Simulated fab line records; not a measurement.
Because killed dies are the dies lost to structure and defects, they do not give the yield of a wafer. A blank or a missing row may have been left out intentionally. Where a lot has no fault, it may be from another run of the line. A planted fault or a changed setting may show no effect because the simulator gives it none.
Which tool did it? + flow berkeley-cmos170 + 14 lots (42 wafers sampled), 1 step of a 331-step route

== WHAT EACH GAUGE READ, for each wafer ==
No reading from a measuring or inspecting step in the record can be judged against a usual standard deviation.

== WHICH TOOL RAN EACH LOT (tool, then ch and the chambers of the sampled wafers, then the start) ==
| lot  | UCB170_PFIELD_EXPOSE_03          |
|------|----------------------------------|
| L713 | krf-scanner-02 ch 0, day 4 09:06 |
| L712 | krf-scanner-01 ch 0, day 4 09:20 |
| L715 | krf-scanner-01 ch 0, day 5 00:52 |
| L717 | krf-scanner-01 ch 0, day 5 09:01 |
| L718 | krf-scanner-02 ch 0, day 5 09:53 |
| L720 | krf-scanner-01 ch 0, day 6 04:19 |
| L721 | krf-scanner-01 ch 0, day 6 06:26 |
| L722 | krf-scanner-02, day 6 20:37      |
| L725 | krf-scanner-01, day 7 10:21      |
| L724 | krf-scanner-01 ch 0, day 7 11:17 |
| L730 | krf-scanner-01 ch 0, day 8 05:08 |
| L731 | krf-scanner-02 ch 0, day 8 13:28 |
| L734 | krf-scanner-01 ch 0, day 8 13:42 |
| L732 | krf-scanner-01 ch 0, day 8 13:49 |
- UCB170_PFIELD_EXPOSE_03: exposes mask PFIELD, target cd 1500 nm.

== WHAT THE TOOLS THEMSELVES READ (means of the sampled wafers that have a number; where no wafer has one, the mark that the record gives instead) ==
UCB170_PFIELD_EXPOSE_03.
| lot  | tool           | exposure-dose-mJ-cm2 | focus-offset-nm (nm) |
|------|----------------|----------------------|----------------------|
| L713 | krf-scanner-02 | 29.987               | -0.3                 |
| L712 | krf-scanner-01 | 30.048               | -0.2                 |
| L715 | krf-scanner-01 | 30.028               | 0.3                  |
| L717 | krf-scanner-01 | 30.017               | 0.3                  |
| L718 | krf-scanner-02 | 29.990               | -0.2                 |
| L720 | krf-scanner-01 | 29.984               | 0.2                  |
| L721 | krf-scanner-01 | 30.021               | 0.3                  |
| L722 | krf-scanner-02 | -                    | -                    |
| L725 | krf-scanner-01 | -                    | -                    |
| L724 | krf-scanner-01 | 30.012               | 0.0                  |
| L730 | krf-scanner-01 | 30.038               | 0.0                  |
| L731 | krf-scanner-02 | 29.967               | 0.5                  |
| L734 | krf-scanner-01 | 29.979               | -0.2                 |
| L732 | krf-scanner-01 | 30.000               | 0.6                  |

== THE ANSWER, worked out from the rows above alone ==
Rule: usual is defined by the lots themselves. The widest of any qualifying gaps counts: lots, ordered by their means at a reading, are off when they make up no more than a third of the lots, leave a main group of 4 or more, and stand apart from it by 3 or more times the standard deviation of that group's means. A main group whose means are all the same, to the digits that the tables above print for the reading, isn't used. Also off: a lot with no number at a reading for which 4 or more lots have one. Any other lot the step has rows for is counted as sound. The gauges are gone through in route order, then the tools' own readings, and for those a lot's mean is taken as printed above. At the first step where some lot is off, the reading lying furthest off is the one used; lots without a number count as furthest.
Off: L722, L725, at UCB170_PFIELD_EXPOSE_03 (exposure-dose-mJ-cm2). Without a number there: L722, L725. Main group: mean 30.006, sd 0.024.
A tool fits if, at that step or a process step before it, it ran every lot that is off, and no sound lot after the first of them. Not one of the candidates tried fits.

== WHAT HAD BEEN PUT IN BY THE SIMULATOR ==
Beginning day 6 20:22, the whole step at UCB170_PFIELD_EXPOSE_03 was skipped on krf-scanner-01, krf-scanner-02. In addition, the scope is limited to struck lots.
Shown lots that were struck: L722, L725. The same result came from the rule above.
